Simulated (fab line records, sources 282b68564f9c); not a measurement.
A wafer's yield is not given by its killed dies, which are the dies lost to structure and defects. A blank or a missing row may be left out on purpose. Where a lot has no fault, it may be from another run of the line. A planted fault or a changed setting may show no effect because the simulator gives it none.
Code-filled problem report in 8D (eight disciplines) form -- flow rit-cmos -- the parts of the form that need people (team, actions taken, sign-off) are left out

1. WHAT WENT WRONG
Wafers free of any fault read 48.2 ohm/sq (standard deviation 0.89) for SILICIDE_TI_RS at RIT_SILICIDE_RS_MEAS_02, against a mean of 30.4 ohm/sq on 2 wafers of 2 lots. Measured from the usual mean, that is -20 standard deviations.
The step: measures by four-point-probe.
The first sign was on wafer L767.4 at day 6 17:21, on film-metro-01. At this step, 42 wafers from 14 lots have a number in the record. Rule for "out", or "out of limits": more than 4 standard deviations from the usual mean. Any other wafer with a number is counted as sound.

2. WHAT IT IS; WHAT IT IS NOT
question,is,is not
which readings at this step,SILICIDE_TI_RS,-
which lots,"L767, L769","L752, L753, L754, L755, L756, L757, L758, L759, L760, L764, L770, L772"
which wafers of those lots,"L767.4, L769.5","L767.2, L767.6, L769.3, L769.6"
read on which gauges,"film-metro-01, film-metro-04",film-metro-02
when,from day 6 17:21,"up to then (32 sound wafers); but 8 sound wafers of L769, L770, L772 came after"

3. SUSPECTS, AND WHAT RULES EACH OUT
Counting: if a tool at a process step up to the reading ran every lot that is out, it stays a suspect. Sound lots after the first of them don't rule it out here, since some wafers of a struck lot are sound.
- the gauge at RIT_SILICIDE_RS_MEAS_02 has been ruled out. 2 gauges (film-metro-01, film-metro-04) read the wafers that are out.
- pvd-sputter-04 at RIT_SILICIDE_SPUTTER_01 (material Ti, target thk 30 nm, time 240 s): kept. It ran every lot that is out, first L767 (day 6 17:11); its last sound lot up to then is L764 (day 6 00:29).
Left after counting: pvd-sputter-04 at RIT_SILICIDE_SPUTTER_01.

4. THE CAUSE (what the simulator had put in)
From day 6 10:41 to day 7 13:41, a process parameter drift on pvd-sputter-04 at RIT_SILICIDE_SPUTTER_01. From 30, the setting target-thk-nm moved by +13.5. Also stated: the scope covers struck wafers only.
After counting, this tool was the only one left.

5. THE EFFECT CHAIN, in route order
Each row: a reading where the mean over the struck wafers with a number is more than 3 standard deviations away from the usual. Only readings whose record carries a usual standard deviation are examined. hours: median over the lots of the time between each lot's start at the first step of this table that gives one and its start at this step. sigmas: the change, counted in usual standard deviations.
hours,step,reading,usual,on struck wafers,change,sigmas
0,RIT_SILICIDE_RS_MEAS_02,SILICIDE_TI_RS,48.2 ohm/sq,30.4,-17.8,-20
0,RIT_SILICIDE_THK_MEAS_03,SILICIDE_TI_THK,29.8 nm,43.2,+13.4,+30

6. WHAT WOULD HAVE CAUGHT IT SOONER
In this record the first reading out of limits at a measuring or inspecting step was taken at day 6 17:21, 7 hours after the fault began at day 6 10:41.
Tool readings at RIT_SILICIDE_SPUTTER_01 with a usual standard deviation given in the record: none out on any struck wafer, hence no alarm at a limit of 4 standard deviations on them.
Among the 2 lots that are out, L769 began RIT_SILICIDE_SPUTTER_01 on pvd-sputter-04 after day 6 17:21. Holding the tool at that time would have saved it.
